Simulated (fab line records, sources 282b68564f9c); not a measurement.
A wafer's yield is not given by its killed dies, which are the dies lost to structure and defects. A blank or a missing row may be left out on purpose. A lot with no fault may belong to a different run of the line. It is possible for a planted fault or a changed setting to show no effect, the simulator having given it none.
Comparing a struck lot with a sound one || flow rit-cmos || 17 out of 202 route steps
Sound: these wafers, L670.2, L670.3, L670.4. Wafers L676.1, L676.3, L676.4 were the ones struck. The cause comes at the end.
Per side, at each step with rows, come the tool, then ch with its chambers, and then its first start. Under that, the readings that differ: sound wafers || struck wafers || difference of the means || sigmas: that difference in standard deviations of wafers without a fault.
alike: words and numbers the same on both sides, and readings whose means are apart by under 2 such deviations; not compared: readings that were withheld, readings missing a value for some wafer, numbers with overlapping values and no deviation given by the record, and bounds like >300 which may hide the same value.
A row with sigmas, a row that says differs or no value, or rows on one side alone: a step with any of these is where the two part. Numbers that don't overlap but have no deviation are shown without sigmas and don't part them. A reading missing from all wafers of one side parts the sides only when that side holds two or more wafers.

RIT_PWELL_TW_MEAS_10:
  sound on film-metro-03, day 2 03:33; struck on film-metro-03, day 3 10:37
  alike: PWELL_TW
then, 1 step without rows for these wafers: RIT_WELLDRIVE_ANNEAL_00 (time 14700 s).
RIT_WELLDRIVE_RS_MEAS_01: measurement is done with a four-point probe.
  sound on film-metro-02, day 2 08:42; struck on film-metro-02, day 3 15:45
  alike: NWELL_RS
RIT_WELLDRIVE_RS_MEAS_02: measurement is done with a four-point probe.
  sound on film-metro-02, day 2 08:49; struck on film-metro-02, day 3 15:52
  alike: PWELL_RS
then, 6 steps without rows for these wafers: RIT_NRETRO_HMDS_00 (prime time 60 s); RIT_NRETRO_COAT_01 (resist thk 1300 nm); RIT_NRETRO_SOFTBAKE_02 (time 60 s); RIT_NRETRO_EXPOSE_03 (exposes mask M4, target cd 43900 nm); RIT_NRETRO_PEB_04; RIT_NRETRO_DEVELOP_05 (develop time 68 s).
RIT_NRETRO_OVL_MEAS_06:
  sound on overlay-01, day 2 09:49; struck on overlay-02, day 3 17:00
  alike: NRETRO_OVL
then, 1 step without rows for these wafers: RIT_NRETRO_HARDBAKE_07 (time 120 s).
RIT_NRETRO_IMPLANT_08:
  sound on implanter-03 ch 0, day 2 10:07; struck on implanter-03 ch 0, day 3 17:17
{"reading": "beam-energy-keV", "sound": "69.946 69.985 70.029", "struck": "64.096 64.089 64.135", "difference": -5.880, "sigmas": "-99 or more"}
{"reading": "model.implant.rp-nm (nm)", "sound": "86.34 86.34 86.34", "struck": "76.92 76.92 76.92", "difference": -9.42, "sigmas": ""}
{"reading": "model.implant.drp-nm (nm)", "sound": "33.94 33.94 33.94", "struck": "31.47 31.47 31.47", "difference": -2.47, "sigmas": ""}
RIT_NRETRO_STRIP_09: strips in O2, time 180 s.
  sound on plasma-asher-03 ch 0,1, day 2 10:14; struck on plasma-asher-03 ch 0,1, day 3 17:26
  alike: drypump-motor-current-A
  not compared: rf-hours-counter-h
RIT_NRETRO_TW_MEAS_10:
  sound on film-metro-04, day 2 10:25; struck on film-metro-01, day 3 17:37
{"reading": "NRETRO_TW", "sound": "1048 1045 1049", "struck": "1027 1032 1030", "difference": -18, "sigmas": -3}
then, 1 step without rows for these wafers: RIT_PRETRO_HMDS_00 (prime time 60 s).
RIT_M1_PROBE_99:
  sound on prober-01, day 3 14:52; struck on prober-01, day 4 21:26
  alike: killed-at-contacts, killed-at-front-end, killed-dies, killed-open, killed-short
  not compared: model.etest.cap-p-gate.c-min-ff-um2

## WHERE THEY PART
Earliest at RIT_NRETRO_IMPLANT_08; latest, in this record, at RIT_NRETRO_TW_MEAS_10. Later steps at which nothing parts them and some readings are alike: RIT_M1_PROBE_99.

WHY: whatever the simulator had introduced
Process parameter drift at RIT_NRETRO_IMPLANT_08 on implanter-03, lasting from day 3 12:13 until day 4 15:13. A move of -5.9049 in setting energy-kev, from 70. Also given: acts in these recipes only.
